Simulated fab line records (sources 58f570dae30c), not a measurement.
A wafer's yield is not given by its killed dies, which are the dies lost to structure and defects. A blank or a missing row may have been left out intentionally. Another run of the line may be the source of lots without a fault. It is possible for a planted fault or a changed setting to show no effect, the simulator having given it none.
The tool behind it: which one? :: flow berkeley_cmos170 :: 12 lots with 36 wafers sampled at 5 steps, on a route of 331 steps

## WHAT THE GAUGES SHOWED, per wafer
UCB170_SDANNEAL_RS_MEAS_04: uses a four-point probe to measure.
lot: L214
measured: day 7 22:31
on: film_metro-04
PLDD_RS (ohm/sq): 1033 1035 1035

lot: L215
measured: day 7 21:56
on: film_metro-04
PLDD_RS (ohm/sq): 1036 1036 1039

lot: L216
measured: day 8 08:53
on: film_metro-01
PLDD_RS (ohm/sq): 1032 1032 1034

lot: L217
measured: day 8 20:49
on: film_metro-04
PLDD_RS (ohm/sq): 1030 1031 1032

lot: L218
measured: day 8 21:02
on: film_metro-03
PLDD_RS (ohm/sq): 1030 1030 1032

lot: L219
measured: day 8 21:01
on: film_metro-01
PLDD_RS (ohm/sq): 1031 1029 1033

lot: L221
measured: day 9 11:06
on: film_metro-04
PLDD_RS (ohm/sq): 1035 1036 1035

lot: L220
measured: day 9 10:56
on: film_metro-03
PLDD_RS (ohm/sq): 1030 1030 1028

lot: L222
measured: day 9 19:04
on: film_metro-01
PLDD_RS (ohm/sq): 1199 1198 1196

lot: L223
measured: day 9 18:56
on: film_metro-04
PLDD_RS (ohm/sq): 1207 1203 1202

lot: L234
measured: day 12 06:34
on: film_metro-03
PLDD_RS (ohm/sq): 1030 1032 1032

lot: L235
measured: day 12 06:28
on: film_metro-04
PLDD_RS (ohm/sq): 1034 1037 1040

UCB170_SDANNEAL_RS_MEAS_05: uses a four-point probe to measure.
lot: L214
measured: day 7 22:38
on: film_metro-04
NLDD_RS (ohm/sq): 617.6 616.2 617.2

lot: L215
measured: day 7 22:04
on: film_metro-04
NLDD_RS (ohm/sq): 618.1 617.9 617.6

lot: L216
measured: day 8 09:01
on: film_metro-01
NLDD_RS (ohm/sq): 616.7 614.9 617.1

lot: L217
measured: day 8 20:56
on: film_metro-04
NLDD_RS (ohm/sq): 618.1 617.1 616.7

lot: L218
measured: day 8 21:10
on: film_metro-03
NLDD_RS (ohm/sq): 616.8 617.8 617.5

lot: L219
measured: day 8 21:08
on: film_metro-01
NLDD_RS (ohm/sq): 613.7 613.7 612.7

lot: L221
measured: day 9 11:13
on: film_metro-04
NLDD_RS (ohm/sq): 618.4 618.5 619.1

lot: L220
measured: day 9 11:03
on: film_metro-03
NLDD_RS (ohm/sq): 616.8 616.2 615.9

lot: L222
measured: day 9 19:11
on: film_metro-01
NLDD_RS (ohm/sq): 621.7 619.2 617.5

lot: L223
measured: day 9 19:04
on: film_metro-04
NLDD_RS (ohm/sq): 618.0 618.9 619.1

lot: L234
measured: day 12 06:41
on: film_metro-03
NLDD_RS (ohm/sq): 617.0 615.0 618.9

lot: L235
measured: day 12 06:35
on: film_metro-04
NLDD_RS (ohm/sq): 617.8 617.9 618.5

UCB170_CONTACT_THK_MEAS_02.
lot: L214
measured: day 8 01:26
on: film_metro-02
CONTACT_PSG_THK (nm): 697 700 700

lot: L215
measured: day 8 01:27
on: film_metro-04
CONTACT_PSG_THK (nm): 710 707 706

lot: L216
measured: day 8 11:50
on: film_metro-02
CONTACT_PSG_THK (nm): 694 695 690

lot: L217
measured: day 8 23:31
on: film_metro-02
CONTACT_PSG_THK (nm): 695 690 695

lot: L218
measured: day 8 23:46
on: film_metro-02
CONTACT_PSG_THK (nm): 697 696 694

lot: L219
measured: day 8 23:46
on: film_metro-04
CONTACT_PSG_THK (nm): 695 695 685

lot: L221
measured: day 9 13:41
on: film_metro-01
CONTACT_PSG_THK (nm): 704 700 711

lot: L220
measured: day 9 14:24
on: film_metro-01
CONTACT_PSG_THK (nm): 705 707 700

lot: L222
measured: day 9 22:35
on: film_metro-01
CONTACT_PSG_THK (nm): 695 702 703

lot: L223
measured: day 9 21:30
on: film_metro-01
CONTACT_PSG_THK (nm): 701 703 699

lot: L234
measured: day 12 12:40
on: film_metro-02
CONTACT_PSG_THK (nm): 701 705 699

lot: L235
measured: day 12 09:03
on: film_metro-02
CONTACT_PSG_THK (nm): 699 695 696

## TOOL THAT RAN EACH LOT (tool first, then ch and the chambers of the sampled wafers, then the start)
lot: L214
UCB170_ZERO_STRIP_07: plasma_asher-02 ch 0,1, day 1 22:37
UCB170_SPACER_ANNEAL_02: furnace-04 ch 0, day 7 11:16

lot: L215
UCB170_ZERO_STRIP_07: plasma_asher-04 ch 0,1, day 1 22:44
UCB170_SPACER_ANNEAL_02: furnace-04 ch 0, day 7 11:16

lot: L216
UCB170_ZERO_STRIP_07: plasma_asher-04 ch 0,1, day 2 07:10
UCB170_SPACER_ANNEAL_02: furnace-01 ch 0, day 8 02:05

lot: L217
UCB170_ZERO_STRIP_07: plasma_asher-03 ch 0,1, day 2 13:07
UCB170_SPACER_ANNEAL_02: furnace-04 ch 0, day 8 13:29

lot: L218
UCB170_ZERO_STRIP_07: plasma_asher-03 ch 1, day 2 22:04
UCB170_SPACER_ANNEAL_02: furnace-04 ch 0, day 8 13:29

lot: L219
UCB170_ZERO_STRIP_07: plasma_asher-04 ch 0,1, day 2 22:24
UCB170_SPACER_ANNEAL_02: furnace-04 ch 0, day 8 13:29

lot: L221
UCB170_ZERO_STRIP_07: plasma_asher-04 ch 0,1, day 3 07:35
UCB170_SPACER_ANNEAL_02: furnace-01 ch 0, day 9 03:32

lot: L220
UCB170_ZERO_STRIP_07: plasma_asher-04 ch 0,1, day 3 07:51
UCB170_SPACER_ANNEAL_02: furnace-01 ch 0, day 9 03:32

lot: L222
UCB170_ZERO_STRIP_07: plasma_asher-02 ch 0,1, day 3 13:13
UCB170_SPACER_ANNEAL_02: furnace-01 ch 0, day 9 12:23

lot: L223
UCB170_ZERO_STRIP_07: plasma_asher-02 ch 0,1, day 3 18:28
UCB170_SPACER_ANNEAL_02: furnace-01 ch 0, day 9 12:23

lot: L234
UCB170_ZERO_STRIP_07: plasma_asher-02 ch 0,1, day 6 03:40
UCB170_SPACER_ANNEAL_02: furnace-04 ch 0, day 12 00:26

lot: L235
UCB170_ZERO_STRIP_07: plasma_asher-04 ch 0,1, day 6 03:54
UCB170_SPACER_ANNEAL_02: furnace-04 ch 0, day 12 00:26
- UCB170_ZERO_STRIP_07: strips in O2.
- UCB170_SPACER_ANNEAL_02: time 1800 s.

## AS READ BY THE TOOLS THEMSELVES (means over the sampled wafers that have a number; for cases with no such wafer, the mark the record gives instead)
UCB170_ZERO_STRIP_07.
lot: L214
tool: plasma_asher-02
chamber_pressure_mTorr (mTorr): 3500
drypump_motor_current_A (A): 5.4
oes_product_au (a.u.): 0.727
strip_time_to_endpoint_s (s): 21.50

lot: L215
tool: plasma_asher-04
chamber_pressure_mTorr (mTorr): 3500
drypump_motor_current_A (A): 5.4
oes_product_au (a.u.): 0.731
strip_time_to_endpoint_s (s): 21.39

lot: L216
tool: plasma_asher-04
chamber_pressure_mTorr (mTorr): 3494
drypump_motor_current_A (A): 5.4
oes_product_au (a.u.): 0.729
strip_time_to_endpoint_s (s): 21.43

lot: L217
tool: plasma_asher-03
chamber_pressure_mTorr (mTorr): 3500
drypump_motor_current_A (A): 5.9
oes_product_au (a.u.): 0.727
strip_time_to_endpoint_s (s): 21.47

lot: L218
tool: plasma_asher-03
chamber_pressure_mTorr (mTorr): 3501
drypump_motor_current_A (A): 6.1
oes_product_au (a.u.): 0.726
strip_time_to_endpoint_s (s): 21.41

lot: L219
tool: plasma_asher-04
chamber_pressure_mTorr (mTorr): 3499
drypump_motor_current_A (A): 5.7
oes_product_au (a.u.): 0.728
strip_time_to_endpoint_s (s): 21.49

lot: L221
tool: plasma_asher-04
chamber_pressure_mTorr (mTorr): 3500
drypump_motor_current_A (A): 5.4
oes_product_au (a.u.): 0.725
strip_time_to_endpoint_s (s): 21.51

lot: L220
tool: plasma_asher-04
chamber_pressure_mTorr (mTorr): 3501
drypump_motor_current_A (A): 5.4
oes_product_au (a.u.): 0.726
strip_time_to_endpoint_s (s): 21.43

lot: L222
tool: plasma_asher-02
chamber_pressure_mTorr (mTorr): 3500
drypump_motor_current_A (A): 5.5
oes_product_au (a.u.): 0.725
strip_time_to_endpoint_s (s): 21.42

lot: L223
tool: plasma_asher-02
chamber_pressure_mTorr (mTorr): 3498
drypump_motor_current_A (A): 5.4
oes_product_au (a.u.): 0.728
strip_time_to_endpoint_s (s): 21.56

lot: L234
tool: plasma_asher-02
chamber_pressure_mTorr (mTorr): 3503
drypump_motor_current_A (A): 5.5
oes_product_au (a.u.): 0.726
strip_time_to_endpoint_s (s): 21.53

lot: L235
tool: plasma_asher-04
chamber_pressure_mTorr (mTorr): 3501
drypump_motor_current_A (A): 5.4
oes_product_au (a.u.): 0.730
strip_time_to_endpoint_s (s): 21.58

UCB170_SPACER_ANNEAL_02.
lot: L214
tool: furnace-04
spike_tc_centre_C (C): 902.8
spike_tc_load_C (C): 920.3
spike_tc_source_C (C): 924
tube_center_temp_C (C): 900.04
tube_center_temp_C_max: 902.3

lot: L215
tool: furnace-04
spike_tc_centre_C (C): 902.1
spike_tc_load_C (C): 922.3
spike_tc_source_C (C): 925
tube_center_temp_C (C): 899.95
tube_center_temp_C_max: 902.0

lot: L216
tool: furnace-01
spike_tc_centre_C (C): 902.5
spike_tc_load_C (C): 922.7
spike_tc_source_C (C): 929
tube_center_temp_C (C): 899.97
tube_center_temp_C_max: 902.6

lot: L217
tool: furnace-04
spike_tc_centre_C (C): 901.8
spike_tc_load_C (C): 921.2
spike_tc_source_C (C): 925
tube_center_temp_C (C): 899.99
tube_center_temp_C_max: 902.7

lot: L218
tool: furnace-04
spike_tc_centre_C (C): 902.9
spike_tc_load_C (C): 922.5
spike_tc_source_C (C): 925
tube_center_temp_C (C): 900.03
tube_center_temp_C_max: 902.3

lot: L219
tool: furnace-04
spike_tc_centre_C (C): 902.6
spike_tc_load_C (C): 921.8
spike_tc_source_C (C): 925
tube_center_temp_C (C): 899.97
tube_center_temp_C_max: 902.2

lot: L221
tool: furnace-01
spike_tc_centre_C (C): 902.0
spike_tc_load_C (C): 923.9
spike_tc_source_C (C): 927
tube_center_temp_C (C): 900.01
tube_center_temp_C_max: 902.6

lot: L220
tool: furnace-01
spike_tc_centre_C (C): 901.5
spike_tc_load_C (C): 923.3
spike_tc_source_C (C): 928
tube_center_temp_C (C): 900.05
tube_center_temp_C_max: 902.1

lot: L222
tool: furnace-01
spike_tc_centre_C (C): 864.4
spike_tc_load_C (C): 886.5
spike_tc_source_C (C): 891
tube_center_temp_C (C): 862.68
tube_center_temp_C_max: 865.3

lot: L223
tool: furnace-01
spike_tc_centre_C (C): 863.7
spike_tc_load_C (C): 886.2
spike_tc_source_C (C): 891
tube_center_temp_C (C): 862.65
tube_center_temp_C_max: 864.7

lot: L234
tool: furnace-04
spike_tc_centre_C (C): 901.0
spike_tc_load_C (C): 921.5
spike_tc_source_C (C): 926
tube_center_temp_C (C): 899.97
tube_center_temp_C_max: 902.0

lot: L235
tool: furnace-04
spike_tc_centre_C (C): 902.2
spike_tc_load_C (C): 921.7
spike_tc_source_C (C): 925
tube_center_temp_C (C): 899.94
tube_center_temp_C_max: 902.5

## THE ANSWER, worked out from the rows above alone
Rule: the usual values come from the lots themselves. The widest of any qualifying gaps counts: lots, ordered by their means at a reading, are off when they make up no more than a third of the lots, leave a main group of 4 or more, and stand apart from it by 3 or more times the standard deviation of that group's means. A main group whose means are all the same, to the digits that the tables above print for the reading, isn't used. Also off: a lot with no number at a reading for which 4 or more lots have one. Any other lot the step has rows for is counted as sound. First the gauges in route order, then the tools' own readings, where a lot's mean is used as printed above. The first step at which some lot is off is used, and at that step the reading that is off furthest; a lot without a number counts as furthest.
Off: L222, L223, at UCB170_SDANNEAL_RS_MEAS_04 (PLDD_RS). The main group has a mean of 1033 ohm/sq with a standard deviation of 2.6.
A tool fits if, at a process step before that reading, it ran every lot that is off, and no sound lot after the first of them. The gauges at UCB170_SDANNEAL_RS_MEAS_04 aren't tried: what is off there is off at UCB170_SPACER_ANNEAL_02 too, on other tools, and a gauge's error can't cause that. One fits: furnace-01 at UCB170_SPACER_ANNEAL_02. A fault onset in the window from L220 (day 9 03:32, its last sound lot) to L222 (day 9 12:23, its first lot off) fits.
The tool's own readings at UCB170_SPACER_ANNEAL_02 bear it out: on the lots that are off they differ by more than 5 times the standard deviation of the sound lots' means. spike_tc_centre_C reads 864.0 C there against 902.1 C on the sound lots; spike_tc_load_C reads 886.4 C there against 922.1 C on the sound lots; spike_tc_source_C reads 891 C there against 926 C on the sound lots; tube_center_temp_C reads 862.66 C there against 899.99 C on the sound lots; tube_center_temp_C_max reads 865.0 there against 902.3 on the sound lots.

## WHAT THE SIMULATOR HAD INSERTED
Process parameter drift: furnace-01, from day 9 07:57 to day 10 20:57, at UCB170_SPACER_ANNEAL_02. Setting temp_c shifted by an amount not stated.
Shown lots that were struck: L223, L222. This agrees with what the rule above found.
